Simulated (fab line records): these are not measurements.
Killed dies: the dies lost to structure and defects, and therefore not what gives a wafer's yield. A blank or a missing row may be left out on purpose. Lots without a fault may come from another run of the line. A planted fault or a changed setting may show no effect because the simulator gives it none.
Problem report, 8D (eight disciplines) form, completed by code || flow berkeley cmos170 || the parts of the form that need people (team, actions taken, sign-off) are left out

== 1. PROBLEM STATEMENT ==
Mean of run length s at UCB170_NSD_SOFTBAKE_02: 80.90 s across 9 wafers in 3 lots; on wafers with no fault it is 89.15 s (standard deviation 0.13). Relative to the usual mean, that is a shift of -63 standard deviations.
The step: time 60 s.
The first sign was on wafer L871.3 at day 8 08:05, on litho track-03. Wafers with a number at this step in the record: 45, from 15 lots. Rule for "out" (also "out of limits"): further than 4 standard deviations from the usual mean. The other wafers with a number count as sound.

== 2. WHAT THIS IS AND IS NOT ==
{"question": "which readings at this step", "is": "run length s, heater power total W", "is not": "chill plate temp C"}
{"question": "which lots", "is": "L871, L874, L875", "is not": "L864, L865, L866, L867, L870, L873, L877, L878, L880, L881, L882, L885"}
{"question": "which wafers of those lots", "is": "all that have a number", "is not": "-"}
{"question": "read on which tools", "is": "litho track-03", "is not": "litho track-02, litho track-04"}
{"question": "when", "is": "from day 8 08:05", "is not": "up to then (15 sound wafers); but 21 sound wafers of L873, L877, L878, L880, L881, L882, L885 came after"}

== 3. WHAT RULES OUT EACH SUSPECT ==
Counting: a tool at a process step up to the reading stays a suspect if it ran every lot that is out and no sound lot after the first of them.
- litho track-03 at UCB170_NSD_SOFTBAKE_02 (time 60 s): kept. All lots that are out passed through it, beginning with L871 at day 8 08:05, and no sound lot followed; its final sound lot before that point was L867 at day 7 03:18. Its own heater power total W, run length s readings are out on those wafers.
The count leaves litho track-03 at UCB170_NSD_SOFTBAKE_02.

== 4. THE CAUSE (what the simulator had put in) ==
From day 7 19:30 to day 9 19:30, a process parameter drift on litho track-03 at UCB170_NSD_SOFTBAKE_02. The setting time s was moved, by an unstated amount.
After counting, this tool was the only one left.

== 5. THE EFFECT CHAIN, in route order ==
Each row: a reading where the mean over the struck wafers with a number is more than 3 standard deviations away from the usual. Only readings whose record carries a usual standard deviation are examined. hours: median over the lots of the time between each lot's start at the first step of this table that gives one and its start at this step. sigmas: the change, counted in usual standard deviations.
{"hours": 0, "step": "UCB170_NSD_SOFTBAKE_02", "reading": "heater power total W", "usual": "56.80 W", "on struck wafers": 59.25, "change": "+2.45", "sigmas": "+56"}
{"hours": 0, "step": "UCB170_NSD_SOFTBAKE_02", "reading": "run length s", "usual": "89.15 s", "on struck wafers": 80.90, "change": -8.25, "sigmas": -63}
Its process steps:
- UCB170_NSD_SOFTBAKE_02: time 60 s.

== 6. HOW IT WOULD HAVE BEEN CAUGHT EARLIER ==
In this record the first reading out of limits was taken at day 8 08:05, 13 hours after the fault began at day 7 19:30.
